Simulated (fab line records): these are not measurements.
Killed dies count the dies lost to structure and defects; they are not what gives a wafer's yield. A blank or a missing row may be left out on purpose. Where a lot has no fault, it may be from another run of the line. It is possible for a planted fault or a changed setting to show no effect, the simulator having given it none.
Struck lot and sound lot, side by side    flow rit_cmos    18 steps out of a route of 202
Sound: these wafers, L326.1, L326.3, L326.6. Wafers struck: L333.1, L333.2, L333.3. At the end, the cause is stated.
At each step with rows: each side's tool, then ch and its chambers, then its first start. Under that, the readings that differ: sound wafers    struck wafers    difference of the means    sigmas: that difference in standard deviations of wafers without a fault.
alike: same words and numbers on both sides, and readings whose means sit less than 2 such deviations apart. not compared: any withheld reading, any reading some wafer has no value for, any bound like >300 that may hide the same value, and any number with overlapping values for which the record gives no deviation.
Wherever a step has rows on one side only, a row that says differs or no value, or a row with sigmas, the two part there. When numbers do not overlap yet have no deviation, they are printed without sigmas and do not part them. A reading missing from all wafers of one side parts the sides only when that side holds two or more wafers.

first, 3 steps without rows for these wafers: RIT_GATE_CLEAN_02 (cleans in dHF, time 30 s); RIT_GATE_CLEAN_03 (cleans in SC2, time 600 s); RIT_GATE_CLEAN_04 (cleans in dHF, time 60 s).
RIT_FOX2_THK_MEAS_91:
  struck on film_metro-02, day 4 02:13; sound on film_metro-02, day 2 14:56
  alike: FIELD_OXIDE_LEFT_2_THK
then, 2 steps without rows for these wafers: RIT_GATE_OXIDATION_05 (target thk 3 nm, ox time 270 s); RIT_GATE_ANNEAL_06 (time 600 s).
RIT_GATE_THK_MEAS_07:
  struck on film_metro-02, day 4 05:46; sound on film_metro-02, day 2 17:40
  alike: GATE_OXIDE_THK
then, 1 step without rows for these wafers: RIT_GATE_CVD_08 (deposits poly-Si from SiH4, target thk 250 nm, time 2220 s).
RIT_GATE_THK_MEAS_09:
  struck on film_metro-03, day 4 07:26; sound on film_metro-04, day 2 19:20
  alike: GATE_POLY_THK
then, 3 steps without rows for these wafers: RIT_GATE_HMDS_10 (prime time 60 s); RIT_GATE_COAT_11 (resist thk 841 nm); RIT_GATE_SOFTBAKE_12 (time 60 s).
RIT_GATE_EXPOSE_13: exposes mask M6, target cd 150 nm.
  sound on iline_stepper-01 ch 0, day 2 20:10; struck on iline_stepper-01 ch 0, day 4 07:57
reading                       sound                 struck                difference  sigmas
model.GATE.overlay_x_nm (nm)  0.8681 0.8681 0.8681  -150.7 -150.7 -150.7  -151.6      
  alike: mask, exposure_dose_mJ_cm2, focus_offset_nm
then, 2 steps without rows for these wafers: RIT_GATE_PEB_14; RIT_GATE_DEVELOP_15 (develop time 50 s).
RIT_GATE_CD_MEAS_16: target cd 150 nm.
  struck on cd_sem-02, day 4 08:21; sound on cd_sem-01, day 2 20:34
  alike: cd_nm
RIT_GATE_OVL_MEAS_17:
  struck on overlay-01, day 4 08:40; sound on overlay-01, day 2 20:41
reading        sound         struck                difference  sigmas
GATE_OVL (nm)  -0.5 1.1 0.4  -150.3 -148.6 -148.8  -149.6      -99 or more
  not compared: hold
RIT_M1_PROBE_99:
  the record has rows for the sound wafers here (prober-01, day 3 17:10) and none for the struck ones

== WHERE THEY PART ==
First at RIT_GATE_OVL_MEAS_17; last, within this record, at RIT_M1_PROBE_99.

WHY: the cause the simulator had injected
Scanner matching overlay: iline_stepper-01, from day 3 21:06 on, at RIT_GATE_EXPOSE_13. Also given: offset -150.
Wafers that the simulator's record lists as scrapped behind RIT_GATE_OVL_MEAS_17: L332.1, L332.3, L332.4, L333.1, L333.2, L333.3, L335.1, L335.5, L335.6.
